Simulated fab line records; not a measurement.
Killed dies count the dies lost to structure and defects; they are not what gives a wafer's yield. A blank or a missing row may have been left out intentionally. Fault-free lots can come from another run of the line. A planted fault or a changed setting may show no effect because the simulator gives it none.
Which tool did it? :: flow berkeley cmos170 :: 7 lots, 21 wafers sampled, at 3 steps of a route of 331

== WHAT THE GAUGES READ, wafer by wafer ==
UCB170_M2_RS_MEAS_02: measures by four-point-probe.
lot: L816
measured: day 8 20:17
on: film metro-02
M2_AL_RS (ohm/sq): 0.0321 0.0321 0.0322

lot: L818
measured: day 9 07:08
on: film metro-02
M2_AL_RS (ohm/sq): 0.0324 0.0323 0.0324

lot: L821
measured: day 9 13:21
on: film metro-02
M2_AL_RS (ohm/sq): 0.0326 0.0325 0.0325

lot: L825
measured: day 10 14:49
on: film metro-02
M2_AL_RS (ohm/sq): 0.0327 0.0326 0.0323

lot: L831
measured: day 12 00:10
on: film metro-02
M2_AL_RS (ohm/sq): 0.0324 0.0325 0.0324

lot: L834
measured: day 12 15:01
on: film metro-03
M2_AL_RS (ohm/sq): 0.0327 0.0328 0.0329

lot: L837
measured: day 13 03:59
on: film metro-03
M2_AL_RS (ohm/sq): 0.0319 0.0321 0.0321

== TOOL THAT RAN EACH LOT (tool first, then ch and the chambers of the sampled wafers, then the start) ==
lot: L816
UCB170_ZERO_ETCH_06: rie diel-02 ch 0,3, day 2 03:14
UCB170_GATE_DEVELOP_11: litho track-02 ch 0, day 7 11:00

lot: L818
UCB170_ZERO_ETCH_06: rie diel-01 ch 2,3, day 2 10:29
UCB170_GATE_DEVELOP_11: litho track-03 ch 0, day 7 21:00

lot: L821
UCB170_ZERO_ETCH_06: rie diel-04 ch 2,3, day 3 05:11
UCB170_GATE_DEVELOP_11: litho track-01 ch 0, day 8 04:00

lot: L825
UCB170_ZERO_ETCH_06: rie diel-02 ch 0,2,3, day 3 21:23
UCB170_GATE_DEVELOP_11: litho track-01 ch 0, day 9 09:00

lot: L831
UCB170_ZERO_ETCH_06: rie diel-02 ch 0,2,3, day 5 06:32
UCB170_GATE_DEVELOP_11: litho track-02 ch 0, day 10 13:00

lot: L834
UCB170_ZERO_ETCH_06: rie diel-01 ch 2,3, day 5 15:05
UCB170_GATE_DEVELOP_11: litho track-03 ch 0, day 11 03:00

lot: L837
UCB170_ZERO_ETCH_06: rie diel-04 ch 0,2,3, day 6 12:43
UCB170_GATE_DEVELOP_11: litho track-02 ch 0, day 11 19:00
- UCB170_ZERO_ETCH_06: etches SiO2 in CHF3/CF4/Ar, time 12 s.
- UCB170_GATE_DEVELOP_11: develop time 45 s.

== THE ANSWER, worked out from the rows above alone ==
Rule: the lots themselves supply what counts as usual. Put in order of their means at a reading, lots are off if they are a third of the lots or fewer, leave a main group of 4 or more, and stand apart from it by a gap of 3 or more times the standard deviation of the main group's means; of several such gaps the widest counts. The tables above print the reading to a certain number of digits; a main group whose means all agree to those digits is not used. Also off: a lot with no number at a reading for which 4 or more lots have one. Where the step has rows for the other lots, those lots are counted as sound.
Across all readings shown, no lot is off: no conclusion can be drawn from this.

== WHAT WAS PUT IN BY THE SIMULATOR ==
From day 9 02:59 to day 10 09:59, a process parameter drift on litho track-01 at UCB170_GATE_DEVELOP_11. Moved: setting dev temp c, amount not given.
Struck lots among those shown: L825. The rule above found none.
